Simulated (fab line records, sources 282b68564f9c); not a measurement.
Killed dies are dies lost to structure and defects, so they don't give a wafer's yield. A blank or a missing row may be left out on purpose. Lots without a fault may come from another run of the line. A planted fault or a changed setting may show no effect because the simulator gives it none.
Problem report in the 8D (eight disciplines) form, filled by code | flow rit_cmos | the parts of the form that need people (team, actions taken, sign-off) are left out

1. THE PROBLEM
ACTIVE_NITRIDE_THK at RIT_ACTIVE_THK_MEAS_04 reads a mean of 193.8 nm on 6 wafers of 2 lots; wafers without a fault read 149.9 nm with a standard deviation of 1.5. That is +29 standard deviations from the usual mean.
First seen on wafer L480.2, day 3 15:37, on film_metro-02. The record holds 42 wafers of 14 lots with a number at this step. Rule for "out", or "out of limits": more than 4 standard deviations from the usual mean. The other wafers with a number count as sound.

2. WHAT IT IS AND WHAT IT IS NOT
question                    | is                     | is not
which readings at this step | ACTIVE_NITRIDE_THK     | -
which lots                  | L480, L482             | L470, L472, L473, L474, L475, L477, L481, L487, L488, L491, L492, L493
which wafers of those lots  | all that have a number | -
read on which gauges        | film_metro-02          | film_metro-01, film_metro-04
when                        | from day 3 15:37       | up to then (18 sound wafers); but 18 sound wafers of L481, L487, L488, L491, L492, L493 came after

3. SUSPECTS, AND WHAT RULES EACH OUT
Counting: a tool at a process step up to the reading stays a suspect if it ran every lot that is out and no sound lot after the first of them.
- the gauge at RIT_ACTIVE_THK_MEAS_04: ruled out. All the wafers that are out were read on film_metro-02, but those of them that RIT_ACTIVE_CVD_03 has rows for are out there too, on other tools.
- lpcvd-01 at RIT_ACTIVE_CVD_03 (deposits Si3N4 from SiH2Cl2/NH3, target thk 150 nm, time 1500 s): kept. It ran every lot that is out, first L480 (day 3 14:11), and no sound lot after that; its last sound lot up to then is L477 (day 3 00:15). Its own readings are out on those wafers: spike_tc_centre_C, spike_tc_load_C, spike_tc_source_C, susceptor_temp_C.
Left after counting: lpcvd-01 at RIT_ACTIVE_CVD_03.

4. THE CAUSE (what the simulator had put in)
Process parameter drift: lpcvd-01, from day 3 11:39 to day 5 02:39, at RIT_ACTIVE_CVD_03. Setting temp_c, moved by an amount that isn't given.
Counting left only this tool.

5. THE CHAIN OF EFFECTS, in route order
Each row: a reading whose mean over the struck wafers that have a number lies more than 3 standard deviations from the usual. Only readings for which the record gives a usual standard deviation are gone through. hours: the time from each lot's start at the first step in this table that gives one to its start at this step, as a median over the lots. sigmas: the change in usual standard deviations.
hours | step                   | reading            | usual      | on struck wafers | change | sigmas
0     | RIT_ACTIVE_CVD_03      | spike_tc_centre_C  | 812.0 C    | 827.8            | +15.8  | +9.3
0     | RIT_ACTIVE_CVD_03      | spike_tc_load_C    | 834 C      | 852              | +18    | +5.2
0     | RIT_ACTIVE_CVD_03      | spike_tc_source_C  | 832.2 C    | 848.5            | +16.3  | +6.8
0     | RIT_ACTIVE_CVD_03      | susceptor_temp_C   | 810.0 C    | 824.8            | +14.8  | +39
1     | RIT_ACTIVE_THK_MEAS_04 | ACTIVE_NITRIDE_THK | 149.9 nm   | 193.8            | +43.9  | +29
3     | RIT_ACTIVE_ETCH_13     | oes_product_au     | 0.821 a.u. | 0.954            | +0.133 | +14
The process steps in it:
- RIT_ACTIVE_CVD_03: deposits Si3N4 from SiH2Cl2/NH3, target thk 150 nm, time 1500 s.
- RIT_ACTIVE_ETCH_13: etches Si3N4 in SF6, stops on SiO2, time 210 s, target depth 210 nm.

6. WHAT WOULD HAVE CAUGHT IT SOONER
In this record the first reading out of limits at a measuring or inspecting step was taken at day 3 15:37, 4 hours after the fault began at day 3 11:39.
The tool's own readings at RIT_ACTIVE_CVD_03 were out on every struck wafer that the step has a row for (spike_tc_centre_C, spike_tc_load_C, spike_tc_source_C, susceptor_temp_C): an alarm limit on them would have fired on the first of those.
Of the lots that are out (2), L482 began RIT_ACTIVE_CVD_03 on lpcvd-01 after day 3 15:37. A hold on the tool at that time would have spared it.
